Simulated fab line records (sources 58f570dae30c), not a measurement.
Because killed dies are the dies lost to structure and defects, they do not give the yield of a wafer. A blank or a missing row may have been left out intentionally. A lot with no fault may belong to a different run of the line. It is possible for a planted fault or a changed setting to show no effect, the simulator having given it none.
What tool caused it?	flow berkeley cmos170	42 wafers from 14 lots sampled at 2 of the route's 331 steps

## WHAT EACH GAUGE READ, for each wafer
UCB170_ACTIVE_CD_MEAS_90 targets a cd of 1200 nm. Usual: cd nm reads 1199.8 nm (standard deviation 1.3).
lot	measured	on	cd nm (nm)	flag
L535	day 4 21:17	cd sem-02	1199.0 1199.6 1198.8	
L537	day 5 05:27	cd sem-02	1201.3 1202.0 1199.5	
L536	day 5 05:09	cd sem-01	1201.7 1200.6 1200.3	
L538	day 5 22:46	cd sem-02	1200.0 1199.2 1198.5	
L539	day 5 23:01	cd sem-02	1200.4 1200.0 1200.7	
L540	day 5 22:58	cd sem-01	1198.3 1198.7 1199.1	
L542	day 6 05:58	cd sem-02	1199.0 1199.2 1198.3	
L543	day 6 12:14	cd sem-02	1200.9 1199.1 1200.9	
L544	day 6 12:06	cd sem-02	1199.6 1196.9 1199.0	
L545	day 6 18:12	cd sem-01	1198.5 1198.6 1199.4	
L546	day 7 07:50	cd sem-02	1200.8 1200.6 1200.1	
L547	day 7 08:19	cd sem-02	1203.3 1201.6 1203.0	
L556	day 9 11:03	cd sem-02	1199.5 1198.1 1197.7	
L557	day 9 11:19	cd sem-02	1199.5 1199.9 1200.5	

## EACH LOT AND THE TOOL THAT RAN IT (in order: tool; ch and the chambers of the sampled wafers; start)
lot	UCB170_ZERO_STRIP_07
L535	plasma asher-02 ch 0,1, day 1 23:53
L537	plasma asher-01 ch 0,1, day 2 06:45
L536	plasma asher-02 ch 0,1, day 2 06:52
L538	plasma asher-03 ch 0,1, day 2 15:46
L539	plasma asher-01 ch 0,1, day 2 20:04
L540	plasma asher-03 ch 0,1, day 2 20:20
L542	plasma asher-02 ch 0,1, day 3 07:32
L543	plasma asher-03 ch 0,1, day 3 13:16
L544	plasma asher-02 ch 0,1, day 3 18:37
L545	plasma asher-03 ch 0,1, day 4 00:26
L546	plasma asher-03 ch 0,1, day 4 07:20
L547	plasma asher-01 ch 0,1, day 4 12:07
L556	plasma asher-03 ch 0,1, day 6 08:29
L557	plasma asher-02 ch 0,1, day 6 08:32
- UCB170_ZERO_STRIP_07: strips in O2.

## AS READ BY THE TOOLS THEMSELVES (means over the sampled wafers that have a number; for cases with no such wafer, the mark the record gives instead)
UCB170_ZERO_STRIP_07. Usual: drypump motor current A 5.87 A, standard deviation 0.28; o2 flow sccm 390.4 sccm, standard deviation 1.1; oes product au 0.726 a.u., standard deviation 0.0044; strip time to endpoint s 21.56 s, standard deviation 0.067.
lot	tool	drypump motor current A (A)	o2 flow sccm (sccm)	oes product au (a.u.)	strip time to endpoint s (s)	flag
L535	plasma asher-02	6.02	390.6	0.727	21.57	
L537	plasma asher-01	5.95	391.2	0.728	21.60	
L536	plasma asher-02	6.01	390.2	0.726	21.56	
L538	plasma asher-03	5.87	390.3	0.724	21.52	
L539	plasma asher-01	5.97	388.8	0.730	21.53	
L540	plasma asher-03	5.86	389.9	0.727	21.62	
L542	plasma asher-02	5.83	389.9	0.722	21.56	
L543	plasma asher-03	5.84	391.4	0.723	21.47	
L544	plasma asher-02	6.03	390.2	0.722	21.56	
L545	plasma asher-03	5.81	390.7	0.724	21.51	
L546	plasma asher-03	5.81	391.3	0.727	21.49	
L547	plasma asher-01	5.96	390.9	0.723	21.58	
L556	plasma asher-03	5.88	390.7	0.726	21.55	
L557	plasma asher-02	5.82	391.3	0.723	21.49	

## THE ANSWER, worked out from the rows above alone
Rule: a lot is off if the mean of its wafers that have a number lies more than 3 standard deviations from the usual mean. A lot without any number at a reading at which 4 lots or more have one is off too. The other lots that the step has rows for count as sound. After the gauges, taken in route order, come the tools' own readings; for these a lot's mean is taken, as printed above. At the first step where some lot is off, the reading lying furthest off is the one used; lots without a number count as furthest.
None of the lots is off at any reading shown; this tells nothing.

## WHAT THE SIMULATOR HAD INSERTED
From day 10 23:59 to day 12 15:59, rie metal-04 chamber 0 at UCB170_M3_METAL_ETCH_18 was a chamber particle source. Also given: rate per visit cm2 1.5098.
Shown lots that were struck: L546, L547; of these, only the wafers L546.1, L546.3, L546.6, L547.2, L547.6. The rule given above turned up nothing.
